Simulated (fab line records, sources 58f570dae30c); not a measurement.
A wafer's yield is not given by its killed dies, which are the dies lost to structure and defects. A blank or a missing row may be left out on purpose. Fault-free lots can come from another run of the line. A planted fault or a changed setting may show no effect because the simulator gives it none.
fab line records	flow berkeley_cmos170	part 1 of 2: steps 1 to 35 of 44
record: lots: 6	wafers: 18	last_day: 12
route steps=331 shown SDANNEAL@205 PSD@206 NSD@207 PLDD@208 NLDD@209 SILICIDE@210 CONTACT@216 M1@238 M3@331
lots that met no fault: taken from a fault-free run of the same line
start_h: hours from the record's opening day to when the first of the lot's shown wafers began	wait_h: hours since the lot's step before	" the same as in the row above	L1.1+2: several wafers, shown together as one row	- either no value or no given start	* or withheld: withheld	< > ~ a bound
route shown NAME@n: NAME is a module with steps in the file, n the number in the route of the first one	usual: mean/standard deviation taken from wafers without a fault	same: alike in all rows	chamber/n: place in a boat	sites: the reading at each site	_std_site: standard deviation across them	_edge_site: outer sites' mean less inner sites'	radius_mm: for every site, how far away it sits from the centre of the wafer	mask NAME#n: copy n	behind: the last tool/chamber to shape the wafer	hold: reason for holding the lot/hours on hold/outcome of the hold	device: the transistor (n, p or np) that didn't switch	end of line: tests run on the same wafers once the route is complete	for a step that has no rows: nothing shown but its recipe	killed: count of dies lost to structure and defects at first sort (not the wafer's yield)	map: a wafer's dies, x killed, . not, _ none there
set.NAME: the setting as run; set.NAME@STEP: as run at that earlier step	model.NAME: the simulator's own value behind a step, which no gauge read
lots seen at some steps along the route; tables by step, rows by wafer
services: a tool's chamber out of use, with start hour (start_h, from the record's first day; less than 0 if before it), hours out, and reason
== steps ==
step: UCB170_SDANNEAL_RTA_01
recipe: temp_c: 1050	time_s: 5	ambient: N2
usual: lamp_power_pct: 40.3/2.8	wafer_temp_C_max: 1053.6/0.76
lot.wafer	tool	chamber	start_h	wait_h	lamp_power_pct	wafer_temp_C_max
L780.3	rtp_anneal-01	0	131.81	0.1	42.7	1052.9
L780.4	"	0	"	"	42.7	1053.9
L780.6	"	0	"	"	42.7	1053.4
L785.2	rtp_anneal-02	0	155.87	0.1	36.9	1054.5
L785.3	"	0	"	"	36.9	1053.6
L785.6	"	0	"	"	36.9	1053.9
L787.2	rtp_anneal-01	0	166.63	0.1	42.7	1054.0
L787.4	"	0	"	"	42.7	1053.1
L787.5	"	0	"	"	42.7	1052.5
L790.1	rtp_anneal-02	0	182.41	0.1	36.9	1054.2
L790.2	"	0	"	"	36.9	1053.8
L790.6	"	0	"	"	36.9	1053.8
L800.1	rtp_anneal-01	0	231.89	0.1	42.7	1053.9
L800.4	"	0	"	"	42.7	1053.8
L800.6	"	0	"	"	42.7	1054.2
L803.2	rtp_anneal-02	0	249.44	0.1	36.9	1053.3
L803.3	"	0	"	"	37.0	1054.3
L803.6	"	0	"	"	36.9	1055.4
step: UCB170_SDANNEAL_RS_MEAS_02
recipe: thk_meas_gauge: four-point-probe
usual: PSD_RS: 75.54/0.27
lot.wafer	tool	chamber	start_h	wait_h	PSD_RS[ohm/sq]
L780.3	film_metro-03	-	131.89	0.1	75.57
L780.4	"	-	"	"	75.98
L780.6	"	-	"	"	75.60
L785.2	film_metro-01	-	155.93	0.1	75.53
L785.3	"	-	"	"	75.62
L785.6	"	-	"	"	75.55
L787.2	film_metro-01	-	166.70	0.1	75.71
L787.4	"	-	"	"	75.80
L787.5	"	-	"	"	75.66
L790.1	film_metro-02	-	182.48	0.1	75.64
L790.2	"	-	"	"	75.73
L790.6	"	-	"	"	75.19
L800.1	film_metro-01	-	231.95	0.0	75.13
L800.4	"	-	"	"	75.15
L800.6	"	-	"	"	75.12
L803.2	film_metro-03	-	249.51	0.1	75.68
L803.3	"	-	"	"	75.63
L803.6	"	-	"	"	75.91
step: UCB170_SDANNEAL_RS_MEAS_03
recipe: thk_meas_gauge: four-point-probe
usual: NSD_RS: 37.25/0.085
lot.wafer	tool	chamber	start_h	wait_h	NSD_RS[ohm/sq]
L780.3	film_metro-03	-	132.01	0.1	37.16
L780.4	"	-	"	"	37.13
L780.6	"	-	"	"	37.11
L785.2	film_metro-01	-	156.05	0.1	37.05
L785.3	"	-	"	"	37.15
L785.6	"	-	"	"	37.18
L787.2	film_metro-01	-	166.82	0.1	37.18
L787.4	"	-	"	"	37.17
L787.5	"	-	"	"	37.18
L790.1	film_metro-02	-	182.60	0.1	37.20
L790.2	"	-	"	"	37.29
L790.6	"	-	"	"	37.30
L800.1	film_metro-01	-	232.07	0.1	37.30
L800.4	"	-	"	"	37.24
L800.6	"	-	"	"	37.33
L803.2	film_metro-03	-	249.63	0.1	37.14
L803.3	"	-	"	"	37.28
L803.6	"	-	"	"	37.27
step: UCB170_SDANNEAL_RS_MEAS_04
recipe: thk_meas_gauge: four-point-probe
usual: PLDD_RS: 1031.8/2.2
lot.wafer	tool	chamber	start_h	wait_h	PLDD_RS[ohm/sq]
L780.3	film_metro-03	-	132.13	0.1	1030.5
L780.4	"	-	"	"	1032.3
L780.6	"	-	"	"	1030.4
L785.2	film_metro-01	-	156.17	0.1	1028.0
L785.3	"	-	"	"	1031.5
L785.6	"	-	"	"	1030.1
L787.2	film_metro-01	-	166.94	0.1	1030.6
L787.4	"	-	"	"	1032.9
L787.5	"	-	"	"	1031.7
L790.1	film_metro-02	-	182.72	0.1	1032.7
L790.2	"	-	"	"	1032.3
L790.6	"	-	"	"	1031.6
L800.1	film_metro-01	-	232.19	0.1	1033.6
L800.4	"	-	"	"	1032.7
L800.6	"	-	"	"	1033.5
L803.2	film_metro-03	-	249.75	0.1	1031.7
L803.3	"	-	"	"	1033.1
L803.6	"	-	"	"	1031.3
step: UCB170_SDANNEAL_RS_MEAS_05
recipe: thk_meas_gauge: four-point-probe
usual: NLDD_RS: 616.0/1.6
lot.wafer	tool	chamber	start_h	wait_h	NLDD_RS[ohm/sq]
L780.3	film_metro-03	-	132.25	0.1	614.3
L780.4	"	-	"	"	613.8
L780.6	"	-	"	"	614.8
L785.2	film_metro-01	-	156.29	0.1	612.8
L785.3	"	-	"	"	614.3
L785.6	"	-	"	"	615.8
L787.2	film_metro-01	-	167.06	0.1	615.5
L787.4	"	-	"	"	614.8
L787.5	"	-	"	"	615.0
L790.1	film_metro-02	-	182.84	0.1	615.8
L790.2	"	-	"	"	615.4
L790.6	"	-	"	"	617.1
L800.1	film_metro-01	-	232.31	0.1	617.8
L800.4	"	-	"	"	616.9
L800.6	"	-	"	"	616.5
L803.2	film_metro-03	-	249.87	0.1	614.4
L803.3	"	-	"	"	614.2
L803.6	"	-	"	"	615.1
step: UCB170_SILICIDE_PRE_CLEAN_00
recipe: gas: Ar	preclean_etch_time_s: 60
step: UCB170_SILICIDE_SPUTTER_01
recipe: material: Ti	target_thk_nm: 30	time_s: 25	power_w: 1500	chamber_pressure_pa: 0.5
usual: throttle_valve_pct: 29.9/0.76
lot.wafer	tool	chamber	start_h	wait_h	throttle_valve_pct
L780.3	pvd_sputter-04	-	132.39	0.0	30.9
L780.4	"	-	"	"	28.5
L780.6	"	-	"	"	28.5
L785.2	pvd_sputter-04	-	156.46	0.0	31.2
L785.3	"	-	"	"	31.1
L785.6	"	-	"	"	31.4
L787.2	pvd_sputter-04	-	167.22	0.0	30.9
L787.4	"	-	"	"	29.5
L787.5	"	-	"	"	31.1
L790.1	pvd_sputter-02	-	183.02	0.0	29.6
L790.2	"	-	"	"	28.9
L790.6	"	-	"	"	29.2
L800.1	pvd_sputter-02	-	232.49	0.0	29.2
L800.4	"	-	"	"	30.7
L800.6	"	-	"	"	28.9
L803.2	pvd_sputter-02	-	250.03	0.0	29.4
L803.3	"	-	"	"	29.5
L803.6	"	-	"	"	30.7
step: UCB170_SILICIDE_RS_MEAS_02
recipe: thk_meas_gauge: four-point-probe	reads: Ti_of_SILICIDE_SPUTTER_01
usual: SILICIDE_TI_RS: 26.23/0.25
lot.wafer	tool	chamber	start_h	wait_h	SILICIDE_TI_RS[ohm/sq]
L780.3	film_metro-04	-	132.46	0.1	26.11
L780.4	"	-	"	"	25.98
L780.6	"	-	"	"	26.28
L785.2	film_metro-02	-	156.51	0.0	26.46
L785.3	"	-	"	"	26.67
L785.6	"	-	"	"	26.56
L787.2	film_metro-02	-	167.27	0.0	26.63
L787.4	"	-	"	"	26.75
L787.5	"	-	"	"	26.26
L790.1	film_metro-04	-	183.05	0.0	25.90
L790.2	"	-	"	"	26.10
L790.6	"	-	"	"	26.14
L800.1	film_metro-04	-	232.52	0.0	26.00
L800.4	"	-	"	"	26.09
L800.6	"	-	"	"	26.22
L803.2	film_metro-02	-	250.23	0.2	26.28
L803.3	"	-	"	"	26.47
L803.6	"	-	"	"	26.16
step: UCB170_SILICIDE_THK_MEAS_03
recipe: thk_meas_gauge: xrf	reads: Ti_of_SILICIDE_SPUTTER_01
usual: SILICIDE_TI_THK: 30.12/0.25
lot.wafer	tool	chamber	start_h	wait_h	SILICIDE_TI_THK[nm]
L780.3	film_metro-04	-	132.56	0.1	30.22
L780.4	"	-	"	"	30.46
L780.6	"	-	"	"	29.99
L785.2	film_metro-02	-	156.62	0.1	30.10
L785.3	"	-	"	"	29.87
L785.6	"	-	"	"	30.04
L787.2	film_metro-02	-	167.38	0.1	29.96
L787.4	"	-	"	"	29.84
L787.5	"	-	"	"	30.13
L790.1	film_metro-04	-	183.17	0.1	30.35
L790.2	"	-	"	"	30.12
L790.6	"	-	"	"	30.12
L800.1	film_metro-04	-	232.64	0.1	30.37
L800.4	"	-	"	"	30.31
L800.6	"	-	"	"	30.11
L803.2	film_metro-02	-	250.34	0.1	30.31
L803.3	"	-	"	"	30.20
L803.6	"	-	"	"	30.48
step: UCB170_SILICIDE_RTA_04
recipe: temp_c: 650	time_s: 15	ambient: N2
step: UCB170_SILICIDE_WET_ETCH_05
recipe: chemistry: SPM	time_s: 45	temp_c: 120	target: Ti
step: UCB170_CONTACT_CLEAN_00
recipe: chemistry: SPM	temp_c: 120	time_s: 600
step: UCB170_CONTACT_CVD_01
recipe: material: PSG	target_thk_nm: 700	temp_c: 450	precursor: SiH4/O2/PH3	time_s: 2820	pressure_mtorr: 300	sih4_flow_sccm: 60	o2_flow_sccm: 92.06	ph3_flow_sccm: 25
usual: ph3_flow_sccm: 25.02/0.08
lot.wafer	tool	chamber	start_h	wait_h	ph3_flow_sccm	model.PSG_of_CONTACT_CVD_01.thk_nm
L780.3	lpcvd-02	1	133.01	0.1	25.00	711.2
L780.4	"	1	"	"	25.06	707.4
L780.6	"	1	"	"	25.06	704.1
L785.2	lpcvd-02	1	158.31	1.4	24.98	710.4
L785.3	"	1	"	"	24.89	712.6
L785.6	"	1	"	"	25.08	715.3
L787.2	lpcvd-02	1	167.71	0.0	12.50	655.5
L787.4	"	1	"	"	12.37	650.4
L787.5	"	1	"	"	12.56	655.1
L790.1	lpcvd-02	1	183.69	0.2	12.51	665.9
L790.2	"	1	"	"	12.60	658
L790.6	"	1	"	"	12.65	666.4
L800.1	lpcvd-01	0	232.97	0.0	25.03	699.7
L800.4	"	0	"	"	24.97	703.7
L800.6	"	0	"	"	24.88	706.9
L803.2	lpcvd-01	0	250.83	0.1	24.93	698.1
L803.3	"	0	"	"	25.08	696.9
L803.6	"	0	"	"	25.08	696
step: UCB170_CONTACT_THK_MEAS_02
recipe: reads: PSG_of_CONTACT_CVD_01
usual: CONTACT_PSG_THK: 706/7
lot.wafer	tool	chamber	start_h	wait_h	CONTACT_PSG_THK[nm]
L780.3	film_metro-02	-	134.82	0.0	711
L780.4	"	-	"	"	708
L780.6	"	-	"	"	704
L785.2	film_metro-04	-	160.10	0.0	711
L785.3	"	-	"	"	713
L785.6	"	-	"	"	716
L787.2	film_metro-02	-	169.50	0.0	655
L787.4	"	-	"	"	650
L787.5	"	-	"	"	655
L790.1	film_metro-02	-	185.48	0.0	666
L790.2	"	-	"	"	658
L790.6	"	-	"	"	666
L800.1	film_metro-04	-	234.76	0.0	700
L800.4	"	-	"	"	704
L800.6	"	-	"	"	707
L803.2	film_metro-04	-	253.51	0.0	698
L803.3	"	-	"	"	697
L803.6	"	-	"	"	696
step: UCB170_CONTACT_HMDS_03
recipe: prime_time_s: 60	prime_temp_c: 100
step: UCB170_CONTACT_COAT_04
recipe: resist: KrF	spin_rpm: 1500	resist_thk_nm: 900
step: UCB170_CONTACT_SOFTBAKE_05
recipe: resist: KrF	temp_c: 130	time_s: 60
step: UCB170_CONTACT_STRIP_06
recipe: chemistry: O2	power_w: 400	pressure_mtorr: 3500	platen_temp_c: withheld	o2_flow_sccm: 400	overash_fraction: 0.5
usual: drypump_motor_current_A: 5.9/0.53	oes_product_au: 0.735/0.0042	strip_time_to_endpoint_s: 21.95/0.071
lot.wafer	tool	chamber	start_h	wait_h	drypump_motor_current_A	oes_product_au	rf_hours_counter_h	strip_time_to_endpoint_s
L780.3	plasma_asher-03	1	135.34	0.1	5.4	0.741	-	22.11
L780.4	"	0	"	"	5.9	0.731	-	22.07
L780.6	"	0	"	"	5.9	0.726	-	22.12
L785.2	plasma_asher-02	1	160.60	0.1	6.6	0.735	50	21.94
L785.3	"	0	"	"	6.5	0.733	-	21.93
L785.6	"	0	"	"	6.5	0.729	-	21.89
L787.2	plasma_asher-03	0	170.00	0.1	5.9	0.740	6	22.03
L787.4	"	1	"	"	5.4	0.737	-	21.92
L787.5	"	1	"	"	5.4	0.730	-	22.00
L790.1	plasma_asher-03	0	185.99	0.1	5.9	0.729	7	21.96
L790.2	"	1	"	"	5.4	0.737	7	22.04
L790.6	"	1	"	"	5.4	0.732	-	21.96
L800.1	plasma_asher-03	1	235.27	0.1	5.3	0.739	13	21.86
L800.4	"	1	"	"	5.4	0.729	-	21.82
L800.6	"	0	"	"	5.9	0.731	-	21.81
L803.2	plasma_asher-02	1	254.01	0.1	6.6	0.730	59	21.95
L803.3	"	0	"	"	6.5	0.733	-	21.91
L803.6	"	0	"	"	6.5	0.738	-	21.91
step: UCB170_CONTACT_CLEAN_07
recipe: chemistry: SPM	temp_c: 120	time_s: 600
step: UCB170_CONTACT_RTA_08
recipe: temp_c: 900	time_s: 10	ambient: N2
step: UCB170_CONTACT_COAT_09
recipe: resist: BARC	temp_c: withheld	time_s: withheld	spin_rpm: 3000	resist_thk_nm: withheld
step: UCB170_CONTACT_COAT_10
recipe: resist: KrF	spin_rpm: 1500	resist_thk_nm: 891.4
step: UCB170_CONTACT_SOFTBAKE_11
recipe: resist: KrF	temp_c: 130	time_s: 60
step: UCB170_CONTACT_EXPOSE_12
recipe: mask_id: CONT	target_cd_nm: 700	na: 0.5	sigma_outer: 0.6	source_shape: conventional	dose_mj: 35
step: UCB170_CONTACT_PEB_13
recipe: peb_temp_c: 130	peb_time_s: withheld	resist: KrF
step: UCB170_CONTACT_DEVELOP_14
recipe: developer: TMAH	develop_time_s: 45	resist: KrF	dev_temp_c: 21
step: UCB170_CONTACT_CD_MEAS_15
recipe: target_cd_nm: 700
usual: cd_nm: 700.1/1.4
lot.wafer	tool	chamber	start_h	wait_h	cd_nm
L780.3	cd_sem-02	-	136.90	-	702.3
L780.4	"	-	"	"	703.5
L780.6	"	-	"	"	703.0
L785.2	cd_sem-01	-	161.93	-	698.1
L785.3	"	-	"	"	699.3
L785.6	"	-	"	"	698.6
L787.2	cd_sem-01	-	171.35	-	702.2
L787.4	"	-	"	"	701.9
L787.5	"	-	"	"	701.3
L790.1	cd_sem-01	-	189.93	-	700.9
L790.2	"	-	"	"	700.4
L790.6	"	-	"	"	699.5
L800.1	cd_sem-02	-	236.91	-	698.7
L800.4	"	-	"	"	697.4
L800.6	"	-	"	"	698.9
L803.2	cd_sem-02	-	255.57	-	700.6
L803.3	"	-	"	"	700.6
L803.6	"	-	"	"	700.5
step: UCB170_CONTACT_OVL_MEAS_16
usual: CONTACT_OVL: -2/5.9
lot.wafer	tool	chamber	start_h	wait_h	CONTACT_OVL[nm]
L780.3	overlay-01	-	136.99	0.1	-8
L780.4	"	-	"	"	-10
L780.6	"	-	"	"	-10
L785.2	overlay-02	-	162.04	0.1	9
L785.3	"	-	"	"	2
L785.6	"	-	"	"	9
L787.2	overlay-02	-	171.45	0.1	-2
L787.4	"	-	"	"	-4
L787.5	"	-	"	"	-2
L790.1	overlay-02	-	190.05	0.1	0
L790.2	"	-	"	"	1
L790.6	"	-	"	"	4
L800.1	overlay-02	-	237.03	0.1	11
L800.4	"	-	"	"	4
L800.6	"	-	"	"	3
L803.2	overlay-02	-	255.68	0.1	-3
L803.3	"	-	"	"	-6
L803.6	"	-	"	"	-8
step: UCB170_CONTACT_ETCH_17
recipe: chemistry: N2/H2	target_depth_a: withheld	overetch_a: withheld	target: BARC	time_s: withheld	source_w: 500	bias_w: 100	pressure_mtorr: 30	n2_flow_sccm: 100	h2_flow_sccm: 200
usual: drypump_motor_current_A: 5.8/0.43	n2_flow_sccm: 99.94/0.28	oes_product_au: 1.007/0.015	throttle_valve_pct: 13.36/0.16
lot.wafer	tool	chamber	start_h	wait_h	drypump_motor_current_A	n2_flow_sccm	oes_product_au	throttle_valve_pct
L780.3	rie_diel-01	3	137.01	0.0	6.0	99.99	0.997	13.20
L780.4	"	2	"	"	6.4	99.68	1.003	13.62
L780.6	"	3	"	"	6.0	100.20	0.993	13.18
L785.2	rie_diel-01	2	162.07	0.0	6.4	99.79	1.001	13.62
L785.3	"	1	"	"	5.1	99.57	1.018	13.42
L785.6	"	0	"	"	5.9	100.01	1.040	13.35
L787.2	rie_diel-04	3	171.48	0.0	5.5	99.88	0.996	13.23
L787.4	"	1	"	"	6.1	100.35	0.993	13.39
L787.5	"	0	"	"	5.8	99.97	0.986	13.09
L790.1	rie_diel-04	3	190.08	0.0	5.5	100.06	0.997	13.24
L790.2	"	2	"	"	5.2	99.91	1.004	13.50
L790.6	"	2	"	"	5.2	99.98	1.000	13.51
L800.1	rie_diel-04	1	237.06	0.0	6.1	100.12	0.983	13.39
L800.4	"	3	"	"	5.5	99.99	0.992	13.24
L800.6	"	2	"	"	5.3	100.29	1.004	13.50
L803.2	rie_diel-01	1	255.71	0.0	5.1	99.52	1.004	13.43
L803.3	"	0	"	"	5.9	100.12	1.036	13.35
L803.6	"	3	"	"	6.0	99.91	0.986	13.17
step: UCB170_CONTACT_ETCH_18
recipe: chemistry: CHF3/CF4/Ar	target: PSG	stop_on: TiSi2	CHF3_flow_sccm: 45	cf4_flow_sccm: 15	Ar_flow_sccm: 150	pressure_mtorr: 200	rf_w: 700	target_depth_a: 8400	over_etch_frac: 0.2	time_s: 195
usual: CHF3_flow_sccm: 45.01/0.14	drypump_motor_current_A: 5.8/0.43	oes_product_au: 0.903/0.015	throttle_valve_pct: 6.97/0.11
lot.wafer	tool	chamber	start_h	wait_h	CHF3_flow_sccm	drypump_motor_current_A	oes_product_au	rf_hours_counter_h	throttle_valve_pct	model.etch.depth_nm	model.CONTACT.feature_depth_nm
L780.3	rie_diel-01	3	-	-	44.91	6.0	0.882	23	6.85	711.2	711.2
L780.4	"	2	"	"	44.95	6.4	0.905	64	7.16	707.4	707.4
L780.6	"	3	"	"	45.12	6.0	0.886	-	6.84	704.1	704.1
L785.2	rie_diel-01	2	-	-	44.81	6.4	0.907	65	7.15	710.4	710.4
L785.3	"	1	"	"	45.05	5.0	0.911	84	7.06	712.6	712.6
L785.6	"	0	"	"	45.10	5.9	0.936	-	6.95	715.3	715.3
L787.2	rie_diel-04	3	-	-	45.11	5.5	0.855	6	6.83	655.5	655.5
L787.4	"	1	"	"	45.03	6.1	0.847	50	6.99	650.4	650.4
L787.5	"	0	"	"	44.70	5.8	0.848	-	6.80	655.1	655.1
L790.1	rie_diel-04	3	-	-	44.77	5.5	0.869	7	6.84	665.9	665.9
L790.2	"	2	"	"	44.83	5.3	0.859	79	7.11	658	658
L790.6	"	2	"	"	44.76	5.2	0.869	-	7.10	666.4	666.4
L800.1	rie_diel-04	1	-	-	44.92	6.1	0.881	53	6.97	699.7	699.7
L800.4	"	3	"	"	44.74	5.5	0.884	10	6.83	703.7	703.7
L800.6	"	2	"	"	44.93	5.3	0.897	-	7.10	706.9	706.9
L803.2	rie_diel-01	1	-	-	45.24	5.1	0.911	89	7.08	698.1	698.1
L803.3	"	0	"	"	44.94	5.9	0.920	69	6.94	696.9	696.9
L803.6	"	3	"	"	44.90	6.0	0.877	-	6.84	696	696
step: UCB170_CONTACT_STRIP_19
recipe: chemistry: O2	power_w: 400	pressure_mtorr: 3500	platen_temp_c: withheld	o2_flow_sccm: 400	overash_fraction: 0.5
step: UCB170_CONTACT_CD_MEAS_90
recipe: target_cd_nm: 700
usual: cd_nm: 700.0/1.4
lot.wafer	tool	chamber	start_h	wait_h	cd_nm
L780.3	cd_sem-02	-	137.32	0.1	702.9
L780.4	"	-	"	"	703.3
L780.6	"	-	"	"	703.5
L785.2	cd_sem-02	-	162.36	0.1	698.4
L785.3	"	-	"	"	699.0
L785.6	"	-	"	"	698.4
L787.2	cd_sem-02	-	171.77	0.1	701.5
L787.4	"	-	"	"	702.2
L787.5	"	-	"	"	700.6
L790.1	cd_sem-01	-	190.35	0.1	700.8
L790.2	"	-	"	"	699.9
L790.6	"	-	"	"	700.2
L800.1	cd_sem-02	-	237.33	0.1	699.2
L800.4	"	-	"	"	697.5
L800.6	"	-	"	"	698.2
L803.2	cd_sem-01	-	255.99	0.1	700.7
L803.3	"	-	"	"	700.3
L803.6	"	-	"	"	700.8
step: UCB170_CONTACT_CLEAN_20
recipe: chemistry: SPM	temp_c: 120	time_s: 600
step: UCB170_M1_SPUTTER_00
recipe: material: Al	target_thk_nm: 600	time_s: 80	power_w: 6000	chamber_pressure_pa: 0.5
usual: throttle_valve_pct: 30.1/0.93
lot.wafer	tool	chamber	start_h	wait_h	throttle_valve_pct
L780.3	pvd_sputter-03	-	137.57	0.0	30.2
L780.4	"	-	"	"	30.1
L780.6	"	-	"	"	29.7
L785.2	pvd_sputter-03	-	162.63	0.0	29.8
L785.3	"	-	"	"	30.2
L785.6	"	-	"	"	29.8
L787.2	pvd_sputter-03	-	172.05	0.0	29.7
L787.4	"	-	"	"	30.1
L787.5	"	-	"	"	30.6
L790.1	pvd_sputter-02	-	190.64	0.0	28.5
L790.2	"	-	"	"	30.8
L790.6	"	-	"	"	28.6
L800.1	pvd_sputter-01	-	237.63	0.0	31.0
L800.4	"	-	"	"	29.3
L800.6	"	-	"	"	32.1
L803.2	pvd_sputter-03	-	256.27	0.0	30.5
L803.3	"	-	"	"	29.7
L803.6	"	-	"	"	30.6
step: UCB170_M1_RS_MEAS_01
recipe: thk_meas_gauge: four-point-probe	reads: Al_of_M1_SPUTTER_00
usual: M1_AL_RS: 0.0485/0.0004
lot.wafer	tool	chamber	start_h	wait_h	M1_AL_RS[ohm/sq]
L780.3	film_metro-02	-	137.67	0.1	0.0485
L780.4	"	-	"	"	0.0480
L780.6	"	-	"	"	0.0480
L785.2	film_metro-02	-	162.71	0.1	0.0484
L785.3	"	-	"	"	0.0481
L785.6	"	-	"	"	0.0487
L787.2	film_metro-03	-	172.13	0.1	0.0484
L787.4	"	-	"	"	0.0480
L787.5	"	-	"	"	0.0482
L790.1	film_metro-02	-	190.70	0.0	0.0487
L790.2	"	-	"	"	0.0489
L790.6	"	-	"	"	0.0487
L800.1	film_metro-02	-	237.69	0.0	0.0480
L800.4	"	-	"	"	0.0477
L800.6	"	-	"	"	0.0484
L803.2	film_metro-02	-	256.35	0.1	0.0492
L803.3	"	-	"	"	0.0490
L803.6	"	-	"	"	0.0493
== key ==
first_sign: step: UCB170_CONTACT_CVD_01	reading: ph3_flow_sccm	direction: down	sigmas: 99+	usual: 25.02	struck: 12.53
effect: step: UCB170_CONTACT_THK_MEAS_02	reading: CONTACT_PSG_THK	direction: down	sigmas: 6.8	usual: 706	struck: 659
effect: step: UCB170_CONTACT_ETCH_18	reading: oes_product_au	direction: down	sigmas: 3.1	usual: 0.903	struck: 0.858
model_effect: step: UCB170_CONTACT_CVD_01	value: PSG_of_CONTACT_CVD_01.thk_nm	without: 708.6	struck: 658.6
model_effect: step: UCB170_CONTACT_ETCH_18	value: etch.depth_nm	without: 708.6	struck: 658.6
model_effect: step: UCB170_M1_METAL_ETCH_12	value: PSG_of_CONTACT_CVD_01.thk_nm	without: 671.3	struck: 621.3
model_effect: step: UCB170_M3_PROBE_99	value: etest.field_p_metal.vt_v	without: -60.26	struck: -57.34
met_at UCB170_CONTACT_CVD_01
struck_wafers L787.2,L787.4,L787.5,L790.1,L790.2,L790.6
tester_left_out L787,L790
onset_between 158.31 167.71
fault: kind: process_parameter_drift	tool: lpcvd-02	chamber: -	onset_h: 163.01	steps: UCB170_CONTACT_CVD_01	channel: ph3_flow_sccm	offset: -12.5	shape: step	end_h: 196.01	stated: 25
tester_left_out: of these lots the tester's yield and bins aren't shown, on N5 and GAA mostly nor the transistor test; their killed dies are dies lost to structure and defects alone, not to doping, threshold or leakage, so they don't give the yield
